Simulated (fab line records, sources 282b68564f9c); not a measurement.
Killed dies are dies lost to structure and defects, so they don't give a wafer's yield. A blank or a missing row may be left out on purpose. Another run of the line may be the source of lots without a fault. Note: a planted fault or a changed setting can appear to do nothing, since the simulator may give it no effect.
Which of the tools did it? | flow rit cmos | 7 lots with 21 wafers sampled at 3 steps, on a route of 202 steps

WHAT EACH GAUGE READ, for each wafer
RIT_PRETRO_TW_MEAS_10.
lot  | measured    | on            | PRETRO_TW
L873 | day 2 14:52 | film metro-02 | 472 475 473
L875 | day 3 00:41 | film metro-02 | 393 393 393
L877 | day 3 09:20 | film metro-02 | 394 394 394
L884 | day 4 22:20 | film metro-01 | 477 477 479
L888 | day 5 18:58 | film metro-01 | 478 480 478
L891 | day 6 10:05 | film metro-02 | 477 477 479
L895 | day 7 06:09 | film metro-01 | 476 474 474

TOOL THAT RAN EACH LOT (tool first, then ch and the chambers of the sampled wafers, then the start)
lot  | RIT_PRETRO_IMPLANT_08          | RIT_PRETRO_STRIP_09
L873 | implanter-02 ch 0, day 2 14:34 | plasma asher-02 ch 0,1, day 2 14:41
L875 | implanter-04 ch 0, day 3 00:23 | plasma asher-04 ch 0,1, day 3 00:30
L877 | implanter-04 ch 0, day 3 09:02 | plasma asher-04 ch 0,1, day 3 09:09
L884 | implanter-02 ch 0, day 4 22:02 | plasma asher-03 ch 0,1, day 4 22:12
L888 | implanter-01 ch 0, day 5 18:38 | plasma asher-02 ch 0,1, day 5 18:47
L891 | implanter-02 ch 0, day 6 09:46 | plasma asher-02 ch 0,1, day 6 09:55
L895 | implanter-02 ch 0, day 7 05:52 | plasma asher-04 ch 0,1, day 7 06:01
- RIT_PRETRO_IMPLANT_08
- RIT_PRETRO_STRIP_09: strips in O2, time 180 s.

THE ANSWER, worked out from the rows above alone
Rule: the usual values come from the lots themselves. Put in order of their means at a reading, lots are off if they are a third of the lots or fewer, leave a main group of 4 or more, and stand apart from it by a gap of 3 or more times the standard deviation of the main group's means; of several such gaps the widest counts. A main group is skipped when, at the precision printed for the reading in the tables above, its means are all equal. A lot without any number at a reading at which 4 lots or more have one is off too. Any other lot the step has rows for is counted as sound.
Off: at RIT_PRETRO_TW_MEAS_10 (PRETRO_TW), L875, L877. Main group: mean 476, sd 2.
If a tool, at a process step before that reading, ran all the lots that are off and no sound lot after the first of them, it fits. The gauges at RIT_PRETRO_TW_MEAS_10 are tried like those tools. One fits: implanter-04 at RIT_PRETRO_IMPLANT_08. It ran no sound lot before its first lot that is off in this sample, so the start can't be narrowed down.

WHAT THE SIMULATOR HAD INSERTED
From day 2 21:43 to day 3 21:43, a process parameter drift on implanter-04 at RIT_PRETRO_IMPLANT_08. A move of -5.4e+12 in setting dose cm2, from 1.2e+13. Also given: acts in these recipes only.
Lots struck among those shown: L875, L877. Same finding as the rule above.
